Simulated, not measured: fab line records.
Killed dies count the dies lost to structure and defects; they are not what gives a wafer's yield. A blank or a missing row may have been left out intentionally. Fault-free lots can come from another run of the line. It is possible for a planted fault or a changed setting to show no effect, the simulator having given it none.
fab line records :: flow rit-cmos
record:
  lots: 6
  wafers: 18
  last-day: 7
route steps=202 shown NLDD@105 PLDD@114 M1@202
lots that met no fault: from a run of the same line without faults
start-h: hours from the record's opening day to when the first of the lot's shown wafers began :: wait-h: time in hours since the lot's previous step :: " repeats the value in the row above :: L1.1+2: several wafers, shown together as one row :: - either no value or no given start :: * or withheld: withheld :: < > ~ a bound
route shown NAME@n: names a module that has steps shown in the file, with the first one's number in the route :: usual: the fault-free wafers' mean and standard deviation :: same: alike in all rows :: chamber/n: place in a boat :: sites: per-site readings :: _std_site: their standard deviation :: _edge_site: inner sites' mean taken away from outer sites' mean :: radius-mm: for every site, how far away it sits from the centre of the wafer :: mask NAME#n: copy n :: behind: tool/chamber where the wafer was last shaped :: hold: what put the lot on hold/how long, in hours/how the hold closed :: device: the n, p or np transistor that did not switch :: end of line: tests run on the same wafers once the route is complete :: where a step has no rows: the recipe by itself :: killed: dies that structure and defects cost at the first sort, which is not the same as the wafer's yield :: map: a wafer's dies, marking killed ones x, the rest . and places with no die _
set.NAME: the run value of the setting; set.NAME@STEP: its run value at that earlier step :: model.NAME: the simulator's own value behind a step, which no gauge read
lots at selected steps of the route; one table per step, one row per wafer
services: from which hour (start-h, from the record's first day; less than 0 if before it) a tool's chamber was out of use, for how many hours, and why
== steps ==
step: RIT_NLDD_SOFTBAKE_02
recipe:
  resist: NOVOLAK
  temp-c: 90
  time-s: 60
step: RIT_NLDD_EXPOSE_03
recipe:
  mask-id: M7
  na: 0.57
  target-cd-nm: 40700
  dose-mj: 250
step: RIT_NLDD_PEB_04
recipe:
  resist: NOVOLAK
  temp-c: withheld
  time-s: withheld
step: RIT_NLDD_DEVELOP_05
recipe:
  resist: NOVOLAK
  develop-time-s: 50
  dev-temp-c: 23
step: RIT_NLDD_OVL_MEAS_06
usual:
  NLDD_OVL: 1.4/1.4
lot.wafer: L305.1
tool: overlay-02
chamber: -
start-h: 65.12
wait-h: -
NLDD_OVL[nm]: 4.1

lot.wafer: L305.5
tool: overlay-02
chamber: -
start-h: 65.12
wait-h: -
NLDD_OVL[nm]: 2.9

lot.wafer: L305.6
tool: overlay-02
chamber: -
start-h: 65.12
wait-h: -
NLDD_OVL[nm]: 2.0

lot.wafer: L318.3
tool: overlay-01
chamber: -
start-h: 122.26
wait-h: -
NLDD_OVL[nm]: -2.3

lot.wafer: L318.4
tool: overlay-01
chamber: -
start-h: 122.26
wait-h: -
NLDD_OVL[nm]: -2.1

lot.wafer: L318.6
tool: overlay-01
chamber: -
start-h: 122.26
wait-h: -
NLDD_OVL[nm]: -2.2

lot.wafer: L320.2
tool: overlay-02
chamber: -
start-h: 131.89
wait-h: -
NLDD_OVL[nm]: 1.5

lot.wafer: L320.4
tool: overlay-02
chamber: -
start-h: 131.89
wait-h: -
NLDD_OVL[nm]: 3.0

lot.wafer: L320.5
tool: overlay-02
chamber: -
start-h: 131.89
wait-h: -
NLDD_OVL[nm]: -0.1

lot.wafer: L321.1
tool: overlay-01
chamber: -
start-h: 136.32
wait-h: -
NLDD_OVL[nm]: 3.8

lot.wafer: L321.2
tool: overlay-01
chamber: -
start-h: 136.32
wait-h: -
NLDD_OVL[nm]: 3.3

lot.wafer: L321.3
tool: overlay-01
chamber: -
start-h: 136.32
wait-h: -
NLDD_OVL[nm]: 3.1

lot.wafer: L322.2
tool: overlay-02
chamber: -
start-h: 142.26
wait-h: -
NLDD_OVL[nm]: 1.4

lot.wafer: L322.4
tool: overlay-02
chamber: -
start-h: 142.26
wait-h: -
NLDD_OVL[nm]: 1.1

lot.wafer: L322.5
tool: overlay-02
chamber: -
start-h: 142.26
wait-h: -
NLDD_OVL[nm]: 1.5

lot.wafer: L325.2
tool: overlay-01
chamber: -
start-h: 155.85
wait-h: -
NLDD_OVL[nm]: 1.3

lot.wafer: L325.3
tool: overlay-01
chamber: -
start-h: 155.85
wait-h: -
NLDD_OVL[nm]: -0.4

lot.wafer: L325.4
tool: overlay-01
chamber: -
start-h: 155.85
wait-h: -
NLDD_OVL[nm]: 0.6
step: RIT_NLDD_HARDBAKE_07
recipe:
  resist: NOVOLAK
  temp-c: 140
  time-s: 60
step: RIT_NLDD_IMPLANT_08
recipe:
  species: P
  energy-kev: 20
  dose-cm2: 5e+14
  tilt-deg: 7
step: RIT_NLDD_STRIP_09
recipe:
  chemistry: O2
  time-s: 180
  resist: NOVOLAK
  platen-temp-c: withheld
  power-w: 500
  pressure-mtorr: 4000
  o2-flow-sccm: 4000
usual:
  chamber-pressure-mTorr: 4000/3.4
  drypump-motor-current-A: 5.8/0.65
lot.wafer: L305.1
tool: plasma-asher-02
chamber: 0
start-h: 65.46
wait-h: 0.1
chamber-pressure-mTorr: 4005
drypump-motor-current-A: 5.3
rf-hours-counter-h: 41

lot.wafer: L305.5
tool: plasma-asher-02
chamber: 1
start-h: 65.46
wait-h: 0.1
chamber-pressure-mTorr: 3999
drypump-motor-current-A: 5.0
rf-hours-counter-h: -

lot.wafer: L305.6
tool: plasma-asher-02
chamber: 0
start-h: 65.46
wait-h: 0.1
chamber-pressure-mTorr: 3999
drypump-motor-current-A: 5.3
rf-hours-counter-h: -

lot.wafer: L318.3
tool: plasma-asher-03
chamber: 0
start-h: 122.64
wait-h: 0.1
chamber-pressure-mTorr: 3996
drypump-motor-current-A: 6.6
rf-hours-counter-h: -

lot.wafer: L318.4
tool: plasma-asher-03
chamber: 1
start-h: 122.64
wait-h: 0.1
chamber-pressure-mTorr: 3994
drypump-motor-current-A: 6.2
rf-hours-counter-h: -

lot.wafer: L318.6
tool: plasma-asher-03
chamber: 0
start-h: 122.64
wait-h: 0.1
chamber-pressure-mTorr: 4002
drypump-motor-current-A: 6.6
rf-hours-counter-h: -

lot.wafer: L320.2
tool: plasma-asher-03
chamber: 1
start-h: 132.22
wait-h: 0.1
chamber-pressure-mTorr: 4002
drypump-motor-current-A: 6.2
rf-hours-counter-h: 49

lot.wafer: L320.4
tool: plasma-asher-03
chamber: 0
start-h: 132.22
wait-h: 0.1
chamber-pressure-mTorr: 4002
drypump-motor-current-A: 6.6
rf-hours-counter-h: -

lot.wafer: L320.5
tool: plasma-asher-03
chamber: 1
start-h: 132.22
wait-h: 0.1
chamber-pressure-mTorr: 4001
drypump-motor-current-A: 6.2
rf-hours-counter-h: -

lot.wafer: L321.1
tool: plasma-asher-02
chamber: 1
start-h: 136.66
wait-h: 0.1
chamber-pressure-mTorr: 3994
drypump-motor-current-A: 5.0
rf-hours-counter-h: 50

lot.wafer: L321.2
tool: plasma-asher-02
chamber: 0
start-h: 136.66
wait-h: 0.1
chamber-pressure-mTorr: 4000
drypump-motor-current-A: 5.3
rf-hours-counter-h: 50

lot.wafer: L321.3
tool: plasma-asher-02
chamber: 0
start-h: 136.66
wait-h: 0.1
chamber-pressure-mTorr: 4004
drypump-motor-current-A: 5.3
rf-hours-counter-h: -

lot.wafer: L322.2
tool: plasma-asher-02
chamber: 1
start-h: 142.59
wait-h: 0.1
chamber-pressure-mTorr: 3997
drypump-motor-current-A: 5.0
rf-hours-counter-h: 50

lot.wafer: L322.4
tool: plasma-asher-02
chamber: 1
start-h: 142.59
wait-h: 0.1
chamber-pressure-mTorr: 4004
drypump-motor-current-A: 5.0
rf-hours-counter-h: -

lot.wafer: L322.5
tool: plasma-asher-02
chamber: 1
start-h: 142.59
wait-h: 0.1
chamber-pressure-mTorr: 4000
drypump-motor-current-A: 5.0
rf-hours-counter-h: -

lot.wafer: L325.2
tool: plasma-asher-03
chamber: 1
start-h: 156.31
wait-h: 0.1
chamber-pressure-mTorr: 4003
drypump-motor-current-A: 6.2
rf-hours-counter-h: 51

lot.wafer: L325.3
tool: plasma-asher-03
chamber: 0
start-h: 156.31
wait-h: 0.1
chamber-pressure-mTorr: 3999
drypump-motor-current-A: 6.6
rf-hours-counter-h: -

lot.wafer: L325.4
tool: plasma-asher-03
chamber: 1
start-h: 156.31
wait-h: 0.1
chamber-pressure-mTorr: 4000
drypump-motor-current-A: 6.2
rf-hours-counter-h: -
step: RIT_NLDD_TW_MEAS_10
usual:
  NLDD_TW: 2498/29
lot.wafer: L305.1
tool: film-metro-03
chamber: -
start-h: 65.63
wait-h: 0.1
NLDD_TW: 2477

lot.wafer: L305.5
tool: film-metro-03
chamber: -
start-h: 65.63
wait-h: 0.1
NLDD_TW: 2481

lot.wafer: L305.6
tool: film-metro-03
chamber: -
start-h: 65.63
wait-h: 0.1
NLDD_TW: 2469

lot.wafer: L318.3
tool: film-metro-03
chamber: -
start-h: 122.78
wait-h: 0.1
NLDD_TW: 2460

lot.wafer: L318.4
tool: film-metro-03
chamber: -
start-h: 122.78
wait-h: 0.1
NLDD_TW: 2450

lot.wafer: L318.6
tool: film-metro-03
chamber: -
start-h: 122.78
wait-h: 0.1
NLDD_TW: 2457

lot.wafer: L320.2
tool: film-metro-03
chamber: -
start-h: 132.41
wait-h: 0.1
NLDD_TW: 2455

lot.wafer: L320.4
tool: film-metro-03
chamber: -
start-h: 132.41
wait-h: 0.1
NLDD_TW: 2464

lot.wafer: L320.5
tool: film-metro-03
chamber: -
start-h: 132.41
wait-h: 0.1
NLDD_TW: 2456

lot.wafer: L321.1
tool: film-metro-02
chamber: -
start-h: 136.83
wait-h: 0.1
NLDD_TW: 2556

lot.wafer: L321.2
tool: film-metro-02
chamber: -
start-h: 136.83
wait-h: 0.1
NLDD_TW: 2533

lot.wafer: L321.3
tool: film-metro-02
chamber: -
start-h: 136.83
wait-h: 0.1
NLDD_TW: 2551

lot.wafer: L322.2
tool: film-metro-02
chamber: -
start-h: 142.77
wait-h: 0.1
NLDD_TW: 2539

lot.wafer: L322.4
tool: film-metro-02
chamber: -
start-h: 142.77
wait-h: 0.1
NLDD_TW: 2539

lot.wafer: L322.5
tool: film-metro-02
chamber: -
start-h: 142.77
wait-h: 0.1
NLDD_TW: 2552

lot.wafer: L325.2
tool: film-metro-01
chamber: -
start-h: 156.49
wait-h: 0.1
NLDD_TW: 2502

lot.wafer: L325.3
tool: film-metro-01
chamber: -
start-h: 156.49
wait-h: 0.1
NLDD_TW: 2485

lot.wafer: L325.4
tool: film-metro-01
chamber: -
start-h: 156.49
wait-h: 0.1
NLDD_TW: 2498
step: RIT_PLDD_HMDS_00
recipe:
  prime-time-s: 60
  prime-temp-c: 140
step: RIT_PLDD_COAT_01
recipe:
  resist: NOVOLAK
  spin-rpm: 3250
  resist-thk-nm: 1000
step: RIT_PLDD_SOFTBAKE_02
recipe:
  resist: NOVOLAK
  temp-c: 90
  time-s: 60
step: RIT_PLDD_EXPOSE_03
recipe:
  mask-id: M8
  na: 0.57
  target-cd-nm: 40900
  dose-mj: 250
lot.wafer: L305.1+5+6
tool: iline-stepper-02
chamber: 0
start-h: 66.42
wait-h: 0.2
mask: M8#0
model.PLDD.overlay-x-nm: -0.2244

lot.wafer: L318.3+4+6
tool: iline-stepper-01
chamber: 0
start-h: 123.43
wait-h: 0.2
mask: M8#0
model.PLDD.overlay-x-nm: 1.481

lot.wafer: L320.2+4+5
tool: iline-stepper-01
chamber: 0
start-h: 132.93
wait-h: 0.1
mask: M8#0
model.PLDD.overlay-x-nm: 0.5447

lot.wafer: L321.1+2+3
tool: iline-stepper-02
chamber: 0
start-h: 137.47
wait-h: 0.2
mask: M8#0
model.PLDD.overlay-x-nm: 3183

lot.wafer: L322.2+4+5
tool: iline-stepper-02
chamber: 0
start-h: 143.29
wait-h: 0.1
mask: M8#0
model.PLDD.overlay-x-nm: 3183

lot.wafer: L325.2+3+4
tool: iline-stepper-01
chamber: 0
start-h: 157.23
wait-h: 0.1
mask: M8#0
model.PLDD.overlay-x-nm: 0.8544
step: RIT_PLDD_PEB_04
recipe:
  resist: NOVOLAK
  temp-c: withheld
  time-s: withheld
step: RIT_PLDD_DEVELOP_05
recipe:
  resist: NOVOLAK
  develop-time-s: 50
  dev-temp-c: 23
step: RIT_PLDD_OVL_MEAS_06
usual:
  PLDD_OVL: 0.7/1.4
lot.wafer: L305.1
tool: overlay-02
chamber: -
start-h: 66.82
wait-h: -
hold: -
PLDD_OVL[nm]: -1.4

lot.wafer: L305.5
tool: overlay-02
chamber: -
start-h: 66.82
wait-h: -
hold: -
PLDD_OVL[nm]: 0.6

lot.wafer: L305.6
tool: overlay-02
chamber: -
start-h: 66.82
wait-h: -
hold: -
PLDD_OVL[nm]: 0.6

lot.wafer: L318.3
tool: overlay-01
chamber: -
start-h: 123.80
wait-h: -
hold: -
PLDD_OVL[nm]: 1.2

lot.wafer: L318.4
tool: overlay-01
chamber: -
start-h: 123.80
wait-h: -
hold: -
PLDD_OVL[nm]: 1.7

lot.wafer: L318.6
tool: overlay-01
chamber: -
start-h: 123.80
wait-h: -
hold: -
PLDD_OVL[nm]: 0.1

lot.wafer: L320.2
tool: overlay-02
chamber: -
start-h: 133.31
wait-h: -
hold: -
PLDD_OVL[nm]: 1.0

lot.wafer: L320.4
tool: overlay-02
chamber: -
start-h: 133.31
wait-h: -
hold: -
PLDD_OVL[nm]: 0.5

lot.wafer: L320.5
tool: overlay-02
chamber: -
start-h: 133.31
wait-h: -
hold: -
PLDD_OVL[nm]: 2.3

lot.wafer: L321.1
tool: overlay-01
chamber: -
start-h: 137.87
wait-h: -
hold: await-dispo/0.2h/release
PLDD_OVL[nm]: 3184.0

lot.wafer: L321.2
tool: overlay-01
chamber: -
start-h: 137.87
wait-h: -
hold: await-dispo/0.2h/release
PLDD_OVL[nm]: 3184.8

lot.wafer: L321.3
tool: overlay-01
chamber: -
start-h: 137.87
wait-h: -
hold: await-dispo/0.2h/release
PLDD_OVL[nm]: 3183.8

lot.wafer: L321.1
tool: overlay-01
chamber: -
start-h: 138.07
wait-h: 0.2
hold: -
PLDD_OVL[nm]: 3181.5

lot.wafer: L321.2
tool: overlay-01
chamber: -
start-h: 138.07
wait-h: 0.2
hold: -
PLDD_OVL[nm]: 3181.5

lot.wafer: L321.3
tool: overlay-01
chamber: -
start-h: 138.07
wait-h: 0.2
hold: -
PLDD_OVL[nm]: 3182.0

lot.wafer: L322.2
tool: overlay-02
chamber: -
start-h: 143.68
wait-h: -
hold: await-dispo/0.2h/release
PLDD_OVL[nm]: 3183.1

lot.wafer: L322.4
tool: overlay-02
chamber: -
start-h: 143.68
wait-h: -
hold: await-dispo/0.2h/release
PLDD_OVL[nm]: 3182.4

lot.wafer: L322.5
tool: overlay-02
chamber: -
start-h: 143.68
wait-h: -
hold: await-dispo/0.2h/release
PLDD_OVL[nm]: 3182.9

lot.wafer: L322.2
tool: overlay-02
chamber: -
start-h: 143.88
wait-h: 0.2
hold: -
PLDD_OVL[nm]: 3181.0

lot.wafer: L322.4
tool: overlay-02
chamber: -
start-h: 143.88
wait-h: 0.2
hold: -
PLDD_OVL[nm]: 3180.3

lot.wafer: L322.5
tool: overlay-02
chamber: -
start-h: 143.88
wait-h: 0.2
hold: -
PLDD_OVL[nm]: 3181.0

lot.wafer: L325.2
tool: overlay-02
chamber: -
start-h: 157.61
wait-h: -
hold: -
PLDD_OVL[nm]: 0.6

lot.wafer: L325.3
tool: overlay-02
chamber: -
start-h: 157.61
wait-h: -
hold: -
PLDD_OVL[nm]: -1.3

lot.wafer: L325.4
tool: overlay-02
chamber: -
start-h: 157.61
wait-h: -
hold: -
PLDD_OVL[nm]: 0.5
step: RIT_M1_PROBE_99
usual:
  defect-limited-yield: 97.1/1.1
  killed-at-front-end: 7/3
  killed-dies: 8/3
  killed-open: 3.7/2
  killed-short: 3.8/2.1
  sort_bin_3_pad_short: 0.2/0.28
  sort_bin_5_function: 1.6/0.88
  sort_bin_6_memory: 1.1/0.67
  sort-n-pass: 256/3
  sort-yield-pct: 97.1/1.1
same:
  gross-dies: 264
  killed_at_M0_to_M3: 0
  killed_at_M4_up: 0
  killed-at-back-side: 0
  killed-at-contacts: 0
  killed-at-other: 0
lot.wafer: L305.1
tool: prober-02
chamber: -
start-h: 81.45
wait-h: 0.1
defect-limited-yield[%]: 97.3
killed-at-front-end: 7
killed-dies: 7
killed-open: 1
killed-short: 6
sort_bin_3_pad_short[%]: 0
sort_bin_5_function[%]: 1.9
sort_bin_6_memory[%]: 0.8
sort-n-pass: 257
sort-yield-pct[%]: 97.3

lot.wafer: L305.5
tool: prober-02
chamber: -
start-h: 81.65
wait-h: 0.2
defect-limited-yield[%]: 96.6
killed-at-front-end: 9
killed-dies: 9
killed-open: 3
killed-short: 6
sort_bin_3_pad_short[%]: 0
sort_bin_5_function[%]: 2.3
sort_bin_6_memory[%]: 1.1
sort-n-pass: 255
sort-yield-pct[%]: 96.6

lot.wafer: L305.6
tool: prober-02
chamber: -
start-h: 81.70
wait-h: 0.2
defect-limited-yield[%]: 97.3
killed-at-front-end: 7
killed-dies: 7
killed-open: 3
killed-short: 4
sort_bin_3_pad_short[%]: 0.4
sort_bin_5_function[%]: 1.1
sort_bin_6_memory[%]: 1.1
sort-n-pass: 257
sort-yield-pct[%]: 97.3

lot.wafer: L318.3
tool: prober-01
chamber: -
start-h: 138.77
wait-h: 0.2
defect-limited-yield[%]: 96.6
killed-at-front-end: 9
killed-dies: 9
killed-open: 5
killed-short: 4
sort_bin_3_pad_short[%]: 0
sort_bin_5_function[%]: 1.9
sort_bin_6_memory[%]: 1.5
sort-n-pass: 255
sort-yield-pct[%]: 96.6

lot.wafer: L318.4
tool: prober-01
chamber: -
start-h: 138.82
wait-h: 0.2
defect-limited-yield[%]: 95.8
killed-at-front-end: 11
killed-dies: 11
killed-open: 4
killed-short: 7
sort_bin_3_pad_short[%]: 1.1
sort_bin_5_function[%]: 2.3
sort_bin_6_memory[%]: 0.8
sort-n-pass: 253
sort-yield-pct[%]: 95.8

lot.wafer: L318.6
tool: prober-01
chamber: -
start-h: 138.92
wait-h: 0.2
defect-limited-yield[%]: 98.1
killed-at-front-end: 5
killed-dies: 5
killed-open: 2
killed-short: 3
sort_bin_3_pad_short[%]: 0
sort_bin_5_function[%]: 1.1
sort_bin_6_memory[%]: 0.8
sort-n-pass: 259
sort-yield-pct[%]: 98.1

lot.wafer: L320.2
tool: prober-01
chamber: -
start-h: 148.22
wait-h: 0.1
defect-limited-yield[%]: 97.0
killed-at-front-end: 8
killed-dies: 8
killed-open: 3
killed-short: 5
sort_bin_3_pad_short[%]: 0.4
sort_bin_5_function[%]: 1.5
sort_bin_6_memory[%]: 1.1
sort-n-pass: 256
sort-yield-pct[%]: 97.0

lot.wafer: L320.4
tool: prober-01
chamber: -
start-h: 148.32
wait-h: 0.2
defect-limited-yield[%]: 97.0
killed-at-front-end: 8
killed-dies: 8
killed-open: 3
killed-short: 5
sort_bin_3_pad_short[%]: 0
sort_bin_5_function[%]: 1.9
sort_bin_6_memory[%]: 1.1
sort-n-pass: 256
sort-yield-pct[%]: 97.0

lot.wafer: L320.5
tool: prober-01
chamber: -
start-h: 148.37
wait-h: 0.2
defect-limited-yield[%]: 99.2
killed-at-front-end: 2
killed-dies: 2
killed-open: 1
killed-short: 1
sort_bin_3_pad_short[%]: 0.4
sort_bin_5_function[%]: 0.4
sort_bin_6_memory[%]: 0
sort-n-pass: 262
sort-yield-pct[%]: 99.2

lot.wafer: L325.2
tool: prober-02
chamber: -
start-h: 171.77
wait-h: 0.1
defect-limited-yield[%]: 97.3
killed-at-front-end: 7
killed-dies: 7
killed-open: 1
killed-short: 5
sort_bin_3_pad_short[%]: 0
sort_bin_5_function[%]: 2.3
sort_bin_6_memory[%]: 0.4
sort-n-pass: 257
sort-yield-pct[%]: 97.3

lot.wafer: L325.3
tool: prober-02
chamber: -
start-h: 171.82
wait-h: 0.2
defect-limited-yield[%]: 97.3
killed-at-front-end: 7
killed-dies: 7
killed-open: 2
killed-short: 4
sort_bin_3_pad_short[%]: 1.1
sort_bin_5_function[%]: 1.5
sort_bin_6_memory[%]: 0
sort-n-pass: 257
sort-yield-pct[%]: 97.3

lot.wafer: L325.4
tool: prober-02
chamber: -
start-h: 171.87
wait-h: 0.2
defect-limited-yield[%]: 96.2
killed-at-front-end: 10
killed-dies: 10
killed-open: 4
killed-short: 5
sort_bin_3_pad_short[%]: 0.8
sort_bin_5_function[%]: 1.5
sort_bin_6_memory[%]: 1.5
sort-n-pass: 254
sort-yield-pct[%]: 96.2
killed by level:class
L305.1 FOX1:geometric-particle:short=4 FOX1:geometric-particle:open=1 GATE:geometric-particle:short=1 REOX:geometric-particle:short=1
L305.5 FOX1:geometric-particle:short=3 FOX1:geometric-particle:open=2 ACTIVE:geometric-particle:short=1 GATE:geometric-particle:short=1 REOX:geometric-particle:open=1 REOX:geometric-particle:short=1
L305.6 GATE:geometric-particle:short=3 SILICIDE:geometric-particle:open=2 GATE:geometric-particle:open=1 SILICIDE:geometric-particle:short=1
L318.3 GATE:geometric-particle:short=2 SPACER:geometric-particle:open=2 SILICIDE:geometric-particle:open=2 FOX1:geometric-particle:short=1 GATE:geometric-particle:open=1 SILICIDE:geometric-particle:short=1
L318.4 GATE:geometric-particle:short=4 GATE:geometric-particle:open=2 REOX:geometric-particle:short=2 FOX2:geometric-particle:open=1 SILICIDE:geometric-particle:open=1 SILICIDE:geometric-particle:short=1
L318.6 FOX2:geometric-particle:short=1 FOX2:geometric-particle:open=1 GATE:geometric-particle:short=1 GATE:geometric-particle:open=1 SILICIDE:geometric-particle:short=1
L320.2 GATE:geometric-particle:short=4 GATE:geometric-particle:open=2 FOX2:geometric-particle:short=1 REOX:geometric-particle:open=1
L320.4 GATE:geometric-particle:short=2 FOX1:geometric-particle:open=1 FOX2:geometric-particle:short=1 GATE:geometric-particle:open=1 SPACER:geometric-particle:short=1 SPACER:geometric-particle:open=1 SILICIDE:geometric-particle:short=1
L320.5 FOX1:geometric-particle:open=1 SILICIDE:geometric-particle:short=1
L325.2 GATE:geometric-particle:short=2 SILICIDE:geometric-particle:short=2 FOX1:geometric-particle:short=1 GATE:geometric-particle:open=1 PRETRO:coat-microbubble-printed=1
L325.3 GATE:geometric-particle:open=2 SPACER:geometric-particle:short=2 GATE:geometric-particle:short=1 SILICIDE:geometric-particle:short=1 PRETRO:coat-microbubble-printed=1
L325.4 SILICIDE:geometric-particle:short=2 FOX2:geometric-particle:short=1 GATE:geometric-particle:short=1 GATE:geometric-particle:open=1 REOX:geometric-particle:open=1 SPACER:geometric-particle:short=1 SPACER:geometric-particle:open=1 SILICIDE:geometric-particle:open=1
== services ==
tool: iline-stepper-02
chamber: 0
start-h: 48.47
hours: -
kind: calibration

tool: plasma-asher-03
chamber: -
start-h: 53.22
hours: 1.4
kind: repair

tool: iline-stepper-02
chamber: -
start-h: 63.82
hours: 2.4
kind: repair

tool: iline-stepper-01
chamber: -
start-h: 69.80
hours: 1.7
kind: pm

tool: iline-stepper-02
chamber: -
start-h: 106.40
hours: 6.0
kind: repair

tool: plasma-asher-03
chamber: -
start-h: 116.76
hours: 2.8
kind: pm

tool: iline-stepper-01
chamber: 0
start-h: 122.01
hours: -
kind: calibration

tool: plasma-asher-02
chamber: -
start-h: 147.75
hours: 0.7
kind: repair
== key ==
first-sign:
  step: RIT_PLDD_OVL_MEAS_06
  reading: visit
  direction: added
effect:
  step: RIT_PLDD_OVL_MEAS_06
  reading: PLDD_OVL
  direction: up
  sigmas: 99+
  usual: 0.7
  struck: 3183.5
model-effect:
  step: RIT_PLDD_EXPOSE_03
  value: PLDD.overlay-x-nm
  without: 0.2906
  struck: 3183
met-at RIT_PLDD_EXPOSE_03
struck-wafers L321.1,L321.2,L321.3,L322.2,L322.4,L322.5
scrapped-behind RIT_PLDD_OVL_MEAS_06 L321.1,L321.2,L321.3,L322.2,L322.4,L322.5
onset-between 66.42 137.47
also-fits RIT_NLDD_STRIP_09:plasma-asher-02
fault:
  kind: scanner-matching-overlay
  tool: iline-stepper-02
  chamber: -
  onset-h: 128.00
  steps: RIT_PLDD_EXPOSE_03
  offset: 3182.3
